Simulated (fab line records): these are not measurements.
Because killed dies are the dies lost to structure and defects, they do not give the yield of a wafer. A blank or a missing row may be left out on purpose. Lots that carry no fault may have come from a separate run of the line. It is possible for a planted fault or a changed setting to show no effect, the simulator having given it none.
Problem report, 8D (eight disciplines) form, completed by code | flow berkeleyCmos170 | the parts of the form that need people (team, actions taken, sign-off) are left out

1. THE PROBLEM
ACTIVE_OVL at UCB170_ACTIVE_OVL_MEAS_14 reads a mean of 92 nm on 12 wafers of 4 lots; wafers without a fault read -1 nm with a standard deviation of 5. Measured from the usual mean, that is +19 standard deviations.
Seen first at day 6 02:34 on overlay-01, wafer L794.3. The record holds 39 wafers of 13 lots with a number at this step. By rule, "out" or "out of limits" means more than 4 standard deviations away from the usual mean. Any other wafer with a number is counted as sound.

2. WHAT IT IS, AND WHAT IT ISN'T
question                    | is                     | is not
which readings at this step | ACTIVE_OVL             | -
which lots                  | L794, L797, L798, L800 | L784, L785, L786, L787, L788, L801, L802, L806, L807
which wafers of those lots  | all that have a number | -
read on which gauges        | overlay-01, overlay-02 | -
when                        | from day 6 02:34       | up to then (15 sound wafers); but 12 sound wafers of L801, L802, L806, L807 came after

3. THE SUSPECTS, EACH WITH WHAT RULES IT OUT
Counting: a tool stays on the suspect list if, at a process step up to the reading, it processed all lots that are out and no sound lot following the first of them.
- ruled out: the gauge at UCB170_ACTIVE_OVL_MEAS_14. 2 gauges (overlay-01, overlay-02) read the wafers that are out.
- krfScanner-01 at UCB170_ACTIVE_EXPOSE_10 (exposes mask ACTIVE, target cd 1200 nm): kept. All lots that are out passed through it, beginning with L794 at day 6 02:05, and no sound lot followed; its final sound lot before that point was L786 at day 4 12:38.
Remaining after the count: krfScanner-01 at UCB170_ACTIVE_EXPOSE_10.

4. THE CAUSE (what the simulator had put in)
Scanner matching overlay: krfScanner-01, from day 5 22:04 on, at UCB170_ACTIVE_EXPOSE_10. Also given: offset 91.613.
This tool alone remained once counting was done.

5. THE EFFECT CHAIN, in route order
Each row: a reading whose mean over the struck wafers that have a number lies more than 3 standard deviations from the usual. Scope: only readings with a usual standard deviation given in the record; hours: median across lots of the time from each lot's start at the first step in this table that gives one to its start at this step; sigmas: change in usual standard deviations.
hours | step                      | reading    | usual | on struck wafers | change | sigmas
0     | UCB170_ACTIVE_OVL_MEAS_14 | ACTIVE_OVL | -1 nm | 92               | +93    | +19
Later measuring or inspecting steps at which every struck wafer that the step has a row for has a number for every such reading, and none has moved that far: UCB170_PVT_TW_MEAS_09, UCB170_GATE_THK_MEAS_05.

6. WHAT WOULD HAVE CAUGHT IT SOONER
The first out-of-limits reading at a measuring or inspecting step in this record came at day 6 02:34, 4 hours after the fault's start at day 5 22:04.
Lots out: 4; of these, L798, L797, L800 started UCB170_ACTIVE_EXPOSE_10 on krfScanner-01 after day 6 02:34. A hold on the tool at that time would have spared those 3.
